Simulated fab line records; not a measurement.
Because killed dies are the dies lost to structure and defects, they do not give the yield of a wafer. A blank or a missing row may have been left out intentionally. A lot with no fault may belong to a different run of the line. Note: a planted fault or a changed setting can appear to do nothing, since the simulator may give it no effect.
Struck lot and sound lot, side by side / flow berkeley-cmos170 / 18 steps out of a route of 331
Sound: these wafers, L759.3, L759.4, L759.5. Struck: wafer L765.3 (left out: L765.1, L765.2 of the same lot, which were not struck); the cause appears at the end.
Per side, at each step with rows, come the tool, then ch with its chambers, and then its first start. Under that, the readings that differ: sound wafers / struck wafers / difference of the means / sigmas: that difference in standard deviations of wafers without a fault.
alike: same words and numbers on both sides, and readings whose means sit less than 2 such deviations apart. not compared: any withheld reading, any reading some wafer has no value for, any bound like >300 that may hide the same value, and any number with overlapping values for which the record gives no deviation.
A row with sigmas, a row that says differs or no value, or rows on one side alone: a step with any of these is where the two part. Numbers that don't overlap but have no deviation are shown without sigmas and don't part them. Lack of a reading on every wafer of one side parts them only where that side has two or more wafers.

first, 5 steps without rows for these wafers: UCB170_NLDD_COAT_01 (resist thk 900 nm); UCB170_NLDD_SOFTBAKE_02 (time 60 s); UCB170_NLDD_EXPOSE_03 (exposes mask NSELECT, target cd 1200 nm); UCB170_NLDD_PEB_04; UCB170_NLDD_DEVELOP_05 (develop time 45 s).
UCB170_NLDD_CD_MEAS_06: target cd 1200 nm.
  sound on cd-sem-02 at day 8 03:17; struck on cd-sem-02 at day 10 03:12
reading=cd-nm (nm); sound=1197.0 1198.0 1198.5; struck=1201.3; difference=+3.5; sigmas=+2
UCB170_NLDD_OVL_MEAS_07:
  sound on overlay-01 at day 8 03:23; struck on overlay-01 at day 10 03:19
  alike: NLDD_OVL
then, 2 steps without rows for these wafers: UCB170_NLDD_IMPLANT_08; UCB170_NLDD_IMPLANT_09.
UCB170_NLDD_STRIP_10: strips in O2.
  sound on plasma-asher-02 ch 0,1, day 8 03:44; struck on plasma-asher-03 ch 0, day 10 03:40
  alike: drypump-motor-current-A, oes-product-au, strip-time-to-endpoint-s
  not compared: rf-hours-counter-h
UCB170_NLDD_TW_MEAS_11:
  sound on film-metro-03 at day 8 03:50; struck on film-metro-03 at day 10 03:46
  alike: NLDD_TW
then, 1 step without rows for these wafers: UCB170_NLDD_CLEAN_12 (cleans in SPM, time 600 s).
UCB170_SPACER_CVD_00: deposits SiO2 from TEOS/O2, target thk 376 nm, time 47 s.
  sound on pecvd-01 ch 0,2, day 8 04:04; struck on pecvd-01 ch 0, day 10 04:12
reading=run-length-s (s); sound=76.0 75.8 75.6; struck=87.4; difference=+11.6; sigmas=+21
reading=model.SiO2_of_SPACER_CVD_00.thk-nm (nm); sound=377.1 383.7 380.8; struck=469; difference=+88; sigmas=
  alike: heater-power-w
UCB170_SPACER_THK_MEAS_01:
  sound on film-metro-02 at day 8 04:07; struck on film-metro-01 at day 10 04:14
reading=SPACER_TEOS_THK (nm); sound=377 384 381; struck=469; difference=+88; sigmas=+17
then, 1 step without rows for these wafers: UCB170_SPACER_ANNEAL_02 (time 1800 s).
UCB170_SPACER_ETCHBACK_03: etches SiO2 in CHF3/CF4/Ar, stops on Si, target depth 376 nm, time 100 s.
  sound on rie-diel-02 ch 1,3, day 8 10:26; struck on rie-diel-04 ch 2, day 10 08:29
reading=oes-product-au (a.u.); sound=0.893 0.924 0.887; struck=1.016; difference=+0.115; sigmas=+9
reading=model.etch.depth-nm (nm); sound=377.1 383.7 380.8; struck=434.6; difference=+54.1; sigmas=
  alike: drypump-motor-current-A, throttle-valve-pct
  not compared: rf-hours-counter-h
then, 1 step without rows for these wafers: UCB170_PSD_HMDS_00 (prime time 60 s).
UCB170_M3_PROBE_99:
  rows exist in the record for the struck wafers here (prober-01, day 11 15:05), but not for the sound ones

WHERE THEY PART
First at UCB170_NLDD_CD_MEAS_06; last, within this record, at UCB170_M3_PROBE_99.

WHY: what had been put in by the simulator
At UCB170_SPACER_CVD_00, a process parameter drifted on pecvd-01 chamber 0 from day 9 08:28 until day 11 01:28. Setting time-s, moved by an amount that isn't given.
